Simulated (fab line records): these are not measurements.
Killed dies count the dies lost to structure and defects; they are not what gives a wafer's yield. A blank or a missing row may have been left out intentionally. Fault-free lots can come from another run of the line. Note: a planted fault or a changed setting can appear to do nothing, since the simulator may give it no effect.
8D (eight disciplines) problem report, filled in by code    flow rit_cmos    the parts of the form that need people (team, actions taken, sign-off) are left out

## 1. WHAT IS WRONG
tilt_deg at RIT_PSD_IMPLANT_08 reads a mean of 6.418 degrees on 6 wafers of 2 lots; wafers without a fault read 7.002 degrees with a standard deviation of 0.019. Relative to the usual mean, that is a shift of -31 standard deviations.
First observed at day 3 23:23: wafer L520.1, on implanter-04. The record has a number at this step for 42 wafers belonging to 14 lots. By rule, "out" or "out of limits" means more than 4 standard deviations away from the usual mean. All remaining wafers that have a number are taken as sound.

## 2. WHAT IT IS AND WHAT IT IS NOT
question                     is                      is not
which readings at this step  tilt_deg                -
which lots                   L520, L526              L516, L517, L518, L519, L525, L530, L531, L533, L536, L537, L538, L539
which wafers of those lots   all that have a number  -
read on which tools          implanter-04            implanter-02, implanter-03
when                         from day 3 23:23        up to then (12 sound wafers); but 24 sound wafers of L525, L530, L531, L533, L536, L537, L538, L539 came after

## 3. WHAT RULES OUT EACH SUSPECT
Counting: a tool at any process step up to the reading remains a suspect when it ran all the lots that are out and ran no sound lot after the first of those.
- plasma_asher-02 at RIT_GATE_STRIP_20 (strips in O2, time 180 s): ruled out as a lasting fault. Following L520 (day 3 11:31), the first lot on it that is out, the sound lots L530, L536, L538 were run on it.
- implanter-04 at RIT_PSD_IMPLANT_08: kept. All lots that are out passed through it, beginning with L520 at day 3 23:23, and no sound lot followed; its final sound lot before that point was L519 at day 3 20:41. Out on those wafers are its own readings of tilt_deg.
Remaining after the count: implanter-04 at RIT_PSD_IMPLANT_08.

## 4. THE CAUSE (what the simulator had put in)
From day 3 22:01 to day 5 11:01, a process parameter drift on implanter-04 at RIT_PSD_IMPLANT_08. A move of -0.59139 in setting tilt_deg, from 7. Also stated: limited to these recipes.
Only this tool survived the counting.

## 5. THE EFFECT CHAIN, in route order
Rows list readings where the struck wafers' mean (over those with a number) sits beyond 3 standard deviations from the usual. Only readings whose record carries a usual standard deviation are examined. hours: median over the lots of the time between each lot's start at the first step of this table that gives one and its start at this step. sigmas: the change, counted in usual standard deviations.
hours  step                reading   usual          on struck wafers  change  sigmas
0      RIT_PSD_IMPLANT_08  tilt_deg  7.002 degrees  6.418             -0.583  -31
Here are the process steps it includes:
- RIT_PSD_IMPLANT_08

## 6. HOW IT WOULD HAVE BEEN CAUGHT EARLIER
In this record the first reading out of limits was taken at day 3 23:23, 1 hour after the fault began at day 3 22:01.
